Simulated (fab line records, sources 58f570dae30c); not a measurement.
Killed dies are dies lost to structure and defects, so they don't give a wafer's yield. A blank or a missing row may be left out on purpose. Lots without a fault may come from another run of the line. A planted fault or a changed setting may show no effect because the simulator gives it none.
Which tool did it? | flow berkeley_cmos170 | 14 lots, 42 wafers sampled, at 1 step of a route of 331

WHAT THE GAUGES READ, wafer by wafer
UCB170_NVT_OVL_MEAS_06.
lot  | measured     | on         | NVT_OVL (nm)
L852 | day 6 03:34  | overlay-02 | -5 -9 -6
L855 | day 6 21:40  | overlay-01 | 9 5 7
L856 | day 6 21:50  | overlay-01 | -1 -1 2
L853 | day 6 22:06  | overlay-02 | 12 9 4
L854 | day 6 22:15  | overlay-01 | -10 -7 0
L858 | day 7 10:54  | overlay-02 | -2 -1 -10
L857 | day 7 11:15  | overlay-01 | 4 0 3
L859 | day 7 17:38  | overlay-01 | -7 -2 -11
L865 | day 8 16:04  | overlay-01 | -1 2 -5
L867 | day 9 15:48  | overlay-01 | 4 2 3
L870 | day 9 22:05  | overlay-02 | -3 0 -11
L872 | day 10 12:38 | overlay-01 | -1 -2 -8
L875 | day 10 23:47 | overlay-02 | -7 -10 -11
L874 | day 11 00:02 | overlay-01 | -6 -13 -8

WHICH TOOL RAN EACH LOT (tool, then ch and the chambers of the sampled wafers, then the start)
The record holds no process step before these readings.

WHAT THE TOOLS THEMSELVES READ (means of the sampled wafers that have a number; where no wafer has one, the mark that the record gives instead)
The record holds no such reading with a usual standard deviation.

THE ANSWER, worked out from the rows above alone
Rule: what is usual is taken from the lots themselves. Put in order of their means at a reading, lots are off if they are a third of the lots or fewer, leave a main group of 4 or more, and stand apart from it by a gap of 3 or more times the standard deviation of the main group's means; of several such gaps the widest counts. A main group whose means are all the same, to the digits that the tables above print for the reading, isn't used. A lot without any number at a reading at which 4 lots or more have one is off too. The other lots that the step has rows for count as sound. The gauges are gone through in route order, then the tools' own readings, and for those a lot's mean is taken as printed above. The first step at which some lot is off is used, and at that step the reading that is off furthest; a lot without a number counts as furthest.
No lot is off at any reading shown: from this, nothing can be told.

WHAT THE SIMULATOR HAD PUT IN
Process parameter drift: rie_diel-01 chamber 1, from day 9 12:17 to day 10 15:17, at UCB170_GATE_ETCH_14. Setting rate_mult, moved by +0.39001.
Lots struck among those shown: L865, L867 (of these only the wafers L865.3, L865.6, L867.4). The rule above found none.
